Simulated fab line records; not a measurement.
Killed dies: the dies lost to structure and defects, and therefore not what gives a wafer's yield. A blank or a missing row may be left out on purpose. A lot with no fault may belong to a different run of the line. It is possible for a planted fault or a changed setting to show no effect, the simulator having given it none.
Which tool was responsible? + flow berkeleyCmos170 + 7 lots, 21 wafers sampled, at 1 step of a route of 331

## WHAT THE GAUGES READ, wafer by wafer
UCB170_NWELL_OVL_MEAS_12.
| lot  | measured    | on         | NWELL_OVL (nm) |
|------|-------------|------------|----------------|
| L764 | day 2 10:43 | overlay-01 | -1 -1 -4       |
| L766 | day 2 18:19 | overlay-02 | -4 -5 -5       |
| L768 | day 3 04:10 | overlay-02 | 1 2 -1         |
| L773 | day 4 12:14 | overlay-02 | -10 -9 -7      |
| L775 | day 5 01:49 | overlay-01 | -10 -5 3       |
| L777 | day 5 10:19 | overlay-02 | 1 -10 5        |
| L781 | day 6 07:01 | overlay-01 | -3 -10 -6      |

## EACH LOT AND THE TOOL THAT RAN IT (in order: tool; ch and the chambers of the sampled wafers; start)
The record holds no process step before these readings.

## THE ANSWER, worked out from the rows above alone
Rule: the lots themselves supply what counts as usual. The widest of any qualifying gaps counts: lots, ordered by their means at a reading, are off when they make up no more than a third of the lots, leave a main group of 4 or more, and stand apart from it by 3 or more times the standard deviation of that group's means. A main group is skipped when, at the precision printed for the reading in the tables above, its means are all equal. A lot without any number at a reading at which 4 lots or more have one is off too. The other lots that the step has rows for count as sound.
None of the lots is off at any reading shown; this tells nothing.

## WHAT THE SIMULATOR HAD PUT IN
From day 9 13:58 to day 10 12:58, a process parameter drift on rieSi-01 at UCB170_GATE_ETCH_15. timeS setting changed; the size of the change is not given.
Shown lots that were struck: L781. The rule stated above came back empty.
